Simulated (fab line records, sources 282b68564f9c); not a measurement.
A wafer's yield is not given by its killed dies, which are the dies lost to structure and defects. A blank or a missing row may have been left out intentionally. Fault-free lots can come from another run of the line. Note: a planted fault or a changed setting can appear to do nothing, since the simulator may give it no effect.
Struck lot and sound lot, side by side | flow ritCmos | 43 out of 202 route steps
Sound: these wafers, L445.1, L445.2, L445.6. The struck wafers were L431.2, L431.3, L431.5. The cause comes at the end.
Each step with rows lists, per side, the tool, then ch with its chambers, then its first start. Under that, the readings that differ: sound wafers | struck wafers | difference of the means | sigmas: that difference in standard deviations of wafers without a fault.
alike: readings whose means differ by less than 2 such deviations, and words and numbers that are the same on both sides. not compared: withheld readings, readings that some wafer has no value for, bounds like >300 that may hide the same value, and numbers for which the record gives no deviation and whose values overlap.
A row with sigmas, a row that says differs or no value, or rows on one side alone: a step with any of these is where the two part. Numbers that don't overlap but have no deviation are shown without sigmas and don't part them. Lack of a reading on every wafer of one side parts them only where that side has two or more wafers.

RIT_GATE_CD_MEAS_16 targets a cd of 150 nm.
  struck on cdSem-01, day 3 08:41; sound on cdSem-02, day 6 08:12
  alike: cdNm
RIT_GATE_OVL_MEAS_17:
  struck on overlay-01, day 3 08:48; sound on overlay-02, day 6 08:19
  alike: GATE_OVL
then, 1 step without rows for these wafers: RIT_GATE_HARDBAKE_18 (time 60 s).
RIT_GATE_ETCH_19: etches poly-Si in SF6/CHF3/O2, stops on SiO2, time 165 s, target depth 312.5 nm.
  sound on rieSi-01 ch 1,2, day 6 08:31; struck on rieSi-01 ch 1,3, day 3 08:59
  alike: drypumpMotorCurrentA, oesProductAu, throttleValvePct
  not compared: rfHoursCounterH
RIT_GATE_STRIP_20: strips in O2, time 180 s.
  sound on plasmaAsher-03 ch 0,1, day 6 08:37; struck on plasmaAsher-04 ch 0,1, day 3 09:05
  alike: drypumpMotorCurrentA
  not compared: rfHoursCounterH
RIT_GATE_CD_MEAS_90 targets a cd of 150 nm.
  struck on cdSem-01, day 3 09:17; sound on cdSem-02, day 6 08:47
  alike: cdNm
then, 4 steps without rows for these wafers: RIT_REOX_CLEAN_00 (cleans in SC1, time 600 s); RIT_REOX_CLEAN_01 (cleans in dHF, time 30 s); RIT_REOX_CLEAN_02 (cleans in SC2, time 600 s); RIT_REOX_OXIDATION_03 (target thk 25.2 nm, ox time 5580 s).
RIT_REOX_THK_MEAS_04:
  struck on filmMetro-01, day 3 12:35; sound on filmMetro-03, day 6 11:50
  alike: REOX_OXIDE_THK
then, 1 step without rows for these wafers: RIT_NLDD_HMDS_00 (prime time 60 s).
RIT_NLDD_COAT_01: resist thk 1000 nm.
  struck on lithoTrack-01, day 3 12:50; sound on lithoTrack-03 ch 0, day 6 12:02
  no value came back on the struck wafers for chillPlateTempC (C), dispensePressureKPa (kPa); on the sound wafers chillPlateTempC (C) reads 22.91 22.84 22.92
then, 4 steps without rows for these wafers: RIT_NLDD_SOFTBAKE_02 (time 60 s); RIT_NLDD_EXPOSE_03 (exposes mask M7, target cd 40700 nm); RIT_NLDD_PEB_04; RIT_NLDD_DEVELOP_05 (develop time 50 s).
RIT_NLDD_OVL_MEAS_06:
  struck on overlay-01, day 3 13:31; sound on overlay-02, day 6 12:44
reading       | sound       | struck | difference                    | sigmas
NLDD_OVL (nm) | 1.1 1.3 1.8 | - - -  | no value on the struck wafers | 
then, 2 steps without rows for these wafers: RIT_NLDD_HARDBAKE_07 (time 60 s); RIT_NLDD_IMPLANT_08.
RIT_NLDD_STRIP_09: strips in O2, time 180 s.
  sound on plasmaAsher-04 ch 0,1, day 6 13:04; struck on plasmaAsher-04 ch 0, day 3 13:50
  alike: drypumpMotorCurrentA
  not compared: rfHoursCounterH
RIT_NLDD_TW_MEAS_10:
  struck on filmMetro-03, day 3 14:02; sound on filmMetro-01, day 6 13:15
  alike: NLDD_TW
then, 6 steps without rows for these wafers: RIT_PLDD_HMDS_00 (prime time 60 s); RIT_PLDD_COAT_01 (resist thk 1000 nm); RIT_PLDD_SOFTBAKE_02 (time 60 s); RIT_PLDD_EXPOSE_03 (exposes mask M8, target cd 40900 nm); RIT_PLDD_PEB_04; RIT_PLDD_DEVELOP_05 (develop time 50 s).
RIT_PLDD_OVL_MEAS_06:
  struck on overlay-01, day 3 14:56; sound on overlay-02, day 6 14:20
  alike: PLDD_OVL
then, 2 steps without rows for these wafers: RIT_PLDD_HARDBAKE_07 (time 60 s); RIT_PLDD_IMPLANT_08.
RIT_PLDD_STRIP_09: strips in O2, time 180 s.
  sound on plasmaAsher-04 ch 0,1, day 6 14:40; struck on plasmaAsher-01 ch 0,1, day 3 15:16
  alike: drypumpMotorCurrentA
  not compared: rfHoursCounterH
RIT_PLDD_TW_MEAS_10:
  struck on filmMetro-01, day 3 15:41; sound on filmMetro-02, day 6 14:51
reading | sound          | struck         | difference | sigmas
PLDD_TW | 2340 2328 2335 | 2874 2879 2890 | +547       | +42
  not compared: hold
then, 3 steps without rows for these wafers: RIT_SPACER_CLEAN_01 (cleans in dHF, time 30 s); RIT_SPACER_CLEAN_02 (cleans in SC2, time 600 s); RIT_SPACER_CVD_03 (deposits Si3N4 from SiH2Cl2/NH3, target thk 250 nm, time 3300 s).
RIT_SPACER_THK_MEAS_04:
  struck on filmMetro-02, day 3 20:00; sound on filmMetro-02, day 6 17:11
  alike: SPACER_NITRIDE_THK
RIT_SPACER_ETCHBACK_05: etches Si3N4 in SF6/CHF3, stops on SiO2, target depth 250 nm, time 240 s.
  sound on rieDiel-03 ch 0,1,2, day 6 17:15; struck on rieDiel-02 ch 0,1, day 3 20:03
  alike: drypumpMotorCurrentA, oesProductAu, throttleValvePct
  not compared: rfHoursCounterH
then, 3 steps without rows for these wafers: RIT_NSD_HMDS_00 (prime time 60 s); RIT_NSD_COAT_01 (resist thk 1000 nm); RIT_NSD_SOFTBAKE_02 (time 60 s).
RIT_NSD_TW_MEAS_10:
  struck on filmMetro-02, day 3 22:24; sound on filmMetro-03, day 6 18:53
reading | sound          | struck         | difference | sigmas
NSD_TW  | 3147 3142 3137 | 3304 3291 3309 | +159       | +8
  not compared: hold
RIT_PSD_TW_MEAS_10:
  struck on filmMetro-01, day 4 03:55; sound on filmMetro-03, day 6 20:26
reading | sound          | struck         | difference | sigmas
PSD_TW  | 3459 3440 3476 | 3548 3540 3547 | +87        | +4
  not compared: hold

## WHERE THEY PART
First at RIT_NLDD_COAT_01; last, within this record, at RIT_PSD_TW_MEAS_10.

WHY: the cause the simulator had injected
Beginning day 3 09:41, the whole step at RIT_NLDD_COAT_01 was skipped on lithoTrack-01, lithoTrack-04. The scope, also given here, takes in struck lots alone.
